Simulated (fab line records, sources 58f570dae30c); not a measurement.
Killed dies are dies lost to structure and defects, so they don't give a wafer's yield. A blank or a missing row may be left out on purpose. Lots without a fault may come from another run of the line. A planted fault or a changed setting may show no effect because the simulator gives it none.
One fault seen from 2 desks | flow berkeley_cmos170 | each desk has only its own numbers; what lay behind them comes last

THE METROLOGY DESK
What the gauges read, lot by lot, whatever tool the lot ran on: means of the sampled wafers that have a number. A lot is out of limits, marked OUT, if its mean lies more than 4 standard deviations from the usual mean; the brackets give that distance.
Columns: A = PFIELD_OVL at UCB170_PFIELD_OVL_MEAS_06, usual 4 nm; B = PVT_OVL at UCB170_PVT_OVL_MEAS_06, usual 4 nm; C = NLDD_RS at UCB170_SDANNEAL_RS_MEAS_05, usual 615.9 ohm/sq; D = V2_OVL at UCB170_V2_OVL_MEAS_13, usual -1 nm
lot  | first seen here | A  | B  | C                | D
L560 | day 5 00:18     | 3  | 4  | 616.2            | -2
L562 | day 5 17:21     | 5  | 4  | 614.6            | -10
L561 | day 5 17:54     | 1  | 3  | 613.7            | 2
L563 | day 6 00:25     | 3  | 7  | 617.5            | -5
L565 | day 6 00:58     | -1 | 5  | 615.5            | -5
L564 | day 6 00:59     | 3  | 4  | 614.4            | -4
L568 | day 7 08:25     | 11 | -0 | 627.9 (+7.0) OUT | 3
L572 | day 7 14:00     | 2  | 7  | 626.3 (+6.1) OUT | -6
L575 | day 7 18:08     | 10 | -2 | 617.8            | 2
L577 | day 8 04:58     | -3 | 4  | 616.3            | -12
L578 | day 8 05:14     | 7  | 4  | 618.5            | -2
L582 | day 9 18:50     | 2  | 8  | 617.0            | 6
This desk's finding: out of limits on L568, L572; first on L568, day 10 17:05 (NLDD_RS at UCB170_SDANNEAL_RS_MEAS_05). In limits: L560, L562, L561, L563, L565, L564, L575, L577, L578, L582.

THE TOOL OWNER'S DESK: implanter-04
The tool's own readings at UCB170_NLDD_IMPLANT_09: means of the sampled wafers that have a number, for each lot that ran on this tool. A lot is out of limits, marked OUT, if its mean lies more than 4 standard deviations from the usual mean; the brackets give that distance.
Columns: A = dose_ions_cm2 at UCB170_NLDD_IMPLANT_09, usual 5e+13
lot  | first seen here | A
L562 | day 7 23:55     | 5e+13
L564 | day 8 09:52     | 5e+13
L568 | day 10 04:01    | 5e+13 (-57) OUT
L572 | day 10 04:21    | 5e+13 (-56) OUT
This desk's finding: out of limits on L568, L572; first on L568, day 10 04:01 (dose_ions_cm2 at UCB170_NLDD_IMPLANT_09). In limits: L562, L564.

PUT TOGETHER
The tool owner's desk could have raised an alarm at day 10 04:01, on L568, L572.
The metrology desk could have raised an alarm at day 10 17:05, on L568, L572.
Of the lots named, all ran UCB170_NLDD_IMPLANT_09 on implanter-04.

WHAT THE SIMULATOR HAD PUT IN
Process parameter drift: implanter-04, from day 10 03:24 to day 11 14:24, at UCB170_NLDD_IMPLANT_09. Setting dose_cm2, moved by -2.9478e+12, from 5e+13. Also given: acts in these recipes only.
Lots struck among those shown: L568, L572.
Hours from the fault's start to each desk's first reading out of limits: the tool owner's desk, 1; the metrology desk, 14.
